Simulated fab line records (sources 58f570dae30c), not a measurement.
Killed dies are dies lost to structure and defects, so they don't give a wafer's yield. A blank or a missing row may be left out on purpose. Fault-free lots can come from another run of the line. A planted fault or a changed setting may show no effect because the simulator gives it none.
Code-filled problem report in 8D (eight disciplines) form | flow berkeley-cmos170 | the parts of the form that need people (team, actions taken, sign-off) are left out

1. PROBLEM STATEMENT
Mean V1_TEOS_THK at UCB170_V1_THK_MEAS_01: 1492 nm over 6 wafers in 2 lots; fault-free wafers: 1995 nm, standard deviation 28. That puts it -18 standard deviations away from the usual mean.
Earliest sighting: wafer L529.1 on film-metro-01 at day 9 15:38. The record has a number at this step for 42 wafers belonging to 14 lots. Rule for "out", or "out of limits": more than 4 standard deviations from the usual mean. All remaining wafers that have a number are taken as sound.

2. WHAT IT IS, WHAT IT ISN'T
question                    | is                           | is not
which readings at this step | V1_TEOS_THK                  | -
which lots                  | L529, L532                   | L518, L519, L520, L522, L526, L534, L535, L536, L537, L539, L540, L541
which wafers of those lots  | all that have a number       | -
read on which gauges        | film-metro-01, film-metro-02 | film-metro-04
when                        | from day 9 15:38             | up to then (15 sound wafers); but 21 sound wafers of L534, L535, L536, L537, L539, L540, L541 came after

3. SUSPECTS, AND WHAT RULES EACH OUT
Counting: a tool stays on the suspect list if, at a process step up to the reading, it processed all lots that are out and no sound lot following the first of them.
- the gauge at UCB170_V1_THK_MEAS_01: ruled out. 2 gauges (film-metro-01, film-metro-02) read the wafers that are out.
- pecvd-01 at UCB170_V1_CVD_00 (deposits SiO2 from TEOS/O2, target thk 2000 nm, time 250 s): kept. It processed each lot that is out, first L529 at day 9 15:28, and no sound lot thereafter; up to then, the last sound lot it processed was L526 at day 8 18:59.
After counting, what remains is pecvd-01 at UCB170_V1_CVD_00.

4. THE CAUSE (what the simulator had put in)
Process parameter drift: pecvd-01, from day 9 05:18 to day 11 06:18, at UCB170_V1_CVD_00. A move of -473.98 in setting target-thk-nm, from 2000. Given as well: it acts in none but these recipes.
After counting, this tool was the only one left.

5. THE EFFECT CHAIN, in route order
Each row: a reading whose mean over the struck wafers that have a number lies more than 3 standard deviations from the usual. Scope: only readings with a usual standard deviation given in the record; hours: median across lots of the time from each lot's start at the first step in this table that gives one to its start at this step; sigmas: change in usual standard deviations.
hours | step                  | reading     | usual   | on struck wafers | change | sigmas
0     | UCB170_V1_THK_MEAS_01 | V1_TEOS_THK | 1995 nm | 1492             | -503   | -18
Later measuring or inspecting steps at which every struck wafer that the step has a row for has a number for every such reading, and none has moved that far: UCB170_V1_BOW_MEAS_03, UCB170_V1_CD_MEAS_90.

6. WHAT WOULD HAVE CAUGHT IT SOONER
The first out-of-limits reading at a measuring or inspecting step in this record came at day 9 15:38, 10 hours after the fault's start at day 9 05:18.
An alarm limit of 4 standard deviations would not have fired on the tool readings at UCB170_V1_CVD_00 for which the record gives a usual standard deviation, since none of them was out on any struck wafer.
Lots out: 2; of these, L532 started UCB170_V1_CVD_00 on pecvd-01 after day 9 15:38. Holding the tool at that time would have saved it.
